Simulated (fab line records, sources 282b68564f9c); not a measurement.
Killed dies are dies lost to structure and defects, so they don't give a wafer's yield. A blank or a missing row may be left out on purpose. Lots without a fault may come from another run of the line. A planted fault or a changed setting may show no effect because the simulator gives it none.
One fault seen from 2 desks | flow rit_cmos | each desk has only its own numbers; what lay behind them comes last

THE METROLOGY DESK
What the gauges read, lot by lot, whatever tool the lot ran on: means of the sampled wafers that have a number. A lot is out of limits, marked OUT, if its mean lies more than 4 standard deviations from the usual mean; the brackets give that distance.
Columns: A = PLDD_OVL at RIT_PLDD_OVL_MEAS_06, usual 0.3 nm
lot  | first seen here | A
L112 | day 3 00:05     | 0.5
L113 | day 3 05:52     | -0.2
L114 | day 3 09:28     | 0.6
L115 | day 3 11:53     | -0.4
L116 | day 3 19:45     | 0.5
L119 | day 4 06:49     | 0.7
L120 | day 4 14:56     | 1.5
L121 | day 4 17:37     | 0.5
L123 | day 5 02:50     | 4.0
L124 | day 5 12:28     | 4.1
L129 | day 6 09:00     | -0.7
L132 | day 7 04:07     | -1.8
L134 | day 7 12:17     | 0.4
This desk's finding: nothing out of limits on any of the 13 lots.

THE TOOL OWNER'S DESK: iline_stepper-01
The tool's own readings at RIT_PLDD_EXPOSE_03 (exposes mask M8, target cd 40900 nm): means of the sampled wafers that have a number, for each lot that ran on this tool. A lot is out of limits, marked OUT, if its mean lies more than 4 standard deviations from the usual mean; the brackets give that distance.
Columns: A = reticle_temp_C at RIT_PLDD_EXPOSE_03, usual 23.00 C
lot  | first seen here | A
L112 | day 2 23:41     | 22.95
L114 | day 3 09:05     | 22.94
L119 | day 4 06:27     | 23.05
L120 | day 4 14:33     | 23.00
L121 | day 4 17:14     | 23.07
L123 | day 5 02:28     | 23.06
L124 | day 5 12:04     | 23.08
This desk's finding: nothing out of limits on any of the 7 lots.

PUT TOGETHER
The metrology desk saw nothing out of limits.
The tool owner's desk saw nothing out of limits.

WHAT THE SIMULATOR HAD PUT IN
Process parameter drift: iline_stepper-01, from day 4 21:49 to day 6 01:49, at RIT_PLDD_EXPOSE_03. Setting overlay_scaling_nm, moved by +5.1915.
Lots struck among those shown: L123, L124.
